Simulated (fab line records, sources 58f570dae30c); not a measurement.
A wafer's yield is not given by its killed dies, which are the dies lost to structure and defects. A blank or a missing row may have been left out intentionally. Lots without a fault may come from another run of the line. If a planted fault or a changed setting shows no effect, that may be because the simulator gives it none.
What tool caused it? -- flow berkeley cmos170 -- 14 lots with 42 wafers sampled at 4 steps, on a route of 331 steps

== WHAT THE GAUGES READ, wafer by wafer ==
UCB170_NVT_TW_MEAS_09.
lot,measured,on,NVT_TW
L996,day 6 00:29,film metro-04,526.6 524.6 525.2
L997,day 6 00:08,film metro-04,524.2 525.9 526.7
L998,day 6 00:25,film metro-03,521.3 518.4 519.3
L999,day 6 00:37,film metro-02,524.0 522.0 522.1
L100,day 6 00:41,film metro-03,520.2 519.4 521.7
L102,day 6 21:54,film metro-03,519.1 519.0 519.3
L103,day 7 08:16,film metro-04,523.1 524.7 524.1
L105,day 7 08:30,film metro-02,523.9 523.6 523.6
L107,day 7 15:13,film metro-04,524.8 527.7 525.7
L110,day 8 04:38,film metro-02,521.8 520.4 517.9
L116,day 9 08:16,film metro-02,516.7 518.1 518.7
L117,day 9 07:28,film metro-04,522.9 522.7 523.7
L118,day 10 04:02,film metro-02,521.4 523.5 521.2
L119,day 10 19:13,film metro-02,523.8 522.2 521.0

UCB170_NLDD_OVL_MEAS_07.
lot,measured,on,NLDD_OVL (nm)
L996,day 6 20:15,overlay-01,2 0 -2
L997,day 6 19:31,overlay-01,-2 -6 3
L998,day 6 20:20,overlay-02,6 3 3
L999,day 6 20:37,overlay-01,0 1 5
L100,day 6 19:47,overlay-02,-6 3 -4
L102,day 7 16:19,overlay-02,-1 5 0
L103,day 8 08:23,overlay-01,-4 -3 -5
L105,day 8 07:19,overlay-02,3 3 -2
L107,day 8 09:56,overlay-02,-1 -1 2
L110,day 9 03:40,overlay-01,5 1 0
L116,day 10 04:08,overlay-02,-9 -1 -3
L117,day 10 03:16,overlay-01,10 8 6
L118,day 11 01:06,overlay-01,-5 -2 -3
L119,day 11 14:01,overlay-01,-8 -2 -5

== WHICH TOOL RAN EACH LOT (tool, then ch and the chambers of the sampled wafers, then the start) ==
lot,UCB170_ZERO_HMDS_00,UCB170_ZERO_STRIP_07
L996,"litho track-04 ch 0, day 1 21:20","plasma asher-02 ch 0,1, day 1 22:43"
L997,"litho track-01 ch 0, day 2 00:50","plasma asher-02 ch 0,1, day 2 01:42"
L998,"litho track-02 ch 0, day 2 06:21","plasma asher-02 ch 0,1, day 2 07:13"
L999,"litho track-01 ch 0, day 2 09:33","plasma asher-04 ch 0,1, day 2 10:31"
L100,"litho track-01 ch 0, day 2 14:31","plasma asher-04 ch 0,1, day 2 16:01"
L102,"litho track-04 ch 0, day 2 22:04","plasma asher-02 ch 0,1, day 2 23:32"
L103,"litho track-02 ch 0, day 3 04:50","plasma asher-04 ch 0, day 3 05:50"
L105,"litho track-02 ch 0, day 3 15:41","plasma asher-02 ch 0,1, day 3 16:50"
L107,"litho track-04 ch 0, day 3 23:29","plasma asher-02 ch 1, day 4 00:28"
L110,"litho track-04 ch 0, day 4 13:26","plasma asher-04 ch 0,1, day 4 15:10"
L116,"litho track-02 ch 0, day 5 21:25","plasma asher-03 ch 0,1, day 5 22:25"
L117,"litho track-01 ch 0, day 6 01:23","plasma asher-03 ch 0,1, day 6 02:14"
L118,"litho track-01 ch 0, day 6 04:44","plasma asher-02 ch 0,1, day 6 06:12"
L119,"litho track-02 ch 0, day 6 14:39","plasma asher-02 ch 0,1, day 6 15:50"
- UCB170_ZERO_HMDS_00: prime time 60 s.
- UCB170_ZERO_STRIP_07: strips in O2.

== WHAT THE TOOLS THEMSELVES READ (means of the sampled wafers that have a number; where no wafer has one, the mark that the record gives instead) ==
UCB170_ZERO_HMDS_00.
lot,tool,prime temp c (C)
L996,litho track-04,99.88
L997,litho track-01,100.06
L998,litho track-02,100.04
L999,litho track-01,99.89
L100,litho track-01,99.96
L102,litho track-04,99.87
L103,litho track-02,99.96
L105,litho track-02,99.98
L107,litho track-04,96.78
L110,litho track-04,96.94
L116,litho track-02,99.99
L117,litho track-01,100.18
L118,litho track-01,99.96
L119,litho track-02,100.06

UCB170_ZERO_STRIP_07.
lot,tool,drypump motor current A (A),oes product au (a.u.),strip time to endpoint s (s)
L996,plasma asher-02,5.4,0.729,21.52
L997,plasma asher-02,5.4,0.731,21.52
L998,plasma asher-02,5.6,0.727,21.56
L999,plasma asher-04,6.1,0.729,21.47
L100,plasma asher-04,6.2,0.722,21.55
L102,plasma asher-02,5.4,0.727,21.51
L103,plasma asher-04,6.0,0.728,21.45
L105,plasma asher-02,5.6,0.729,21.53
L107,plasma asher-02,5.9,0.727,21.49
L110,plasma asher-04,6.1,0.723,21.52
L116,plasma asher-03,5.5,0.726,21.46
L117,plasma asher-03,5.5,0.725,21.55
L118,plasma asher-02,5.6,0.727,21.48
L119,plasma asher-02,5.6,0.727,21.48

== THE ANSWER, worked out from the rows above alone ==
Rule: usual is defined by the lots themselves. The widest of any qualifying gaps counts: lots, ordered by their means at a reading, are off when they make up no more than a third of the lots, leave a main group of 4 or more, and stand apart from it by 3 or more times the standard deviation of that group's means. If all means in a main group match to the digits the tables above print for the reading, that group is not used. Also off: a lot with no number at a reading for which 4 or more lots have one. The other lots that the step has rows for count as sound. Order of review: gauges by route order, followed by the tools' own readings, for which a lot's mean as printed above is used. The first step at which some lot is off is used, and at that step the reading that is off furthest; a lot without a number counts as furthest.
Off at UCB170_ZERO_HMDS_00 (prime temp c): L107, L110. For the main group the mean is 99.99 C and the standard deviation 0.085.
A tool fits if, at that step or a process step before it, it ran every lot that is off, and no sound lot after the first of them. One fits: UCB170_ZERO_HMDS_00 on litho track-04. Its last sound lot is L102 (day 2 22:04), its first lot that is off L107 (day 3 23:29): a fault that began between those two fits.
On the lots that are off, the tool's own readings at UCB170_ZERO_HMDS_00 differ by more than 5 times the standard deviation of the sound lots' means, which bears it out; prime temp c reads 96.86 C there versus 99.99 C on the sound lots.

== WHAT THE SIMULATOR PUT IN ==
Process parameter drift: litho track-04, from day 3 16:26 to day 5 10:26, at UCB170_ZERO_HMDS_00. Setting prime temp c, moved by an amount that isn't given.
Struck lots among those shown: L107, L110. The rule above found the same.
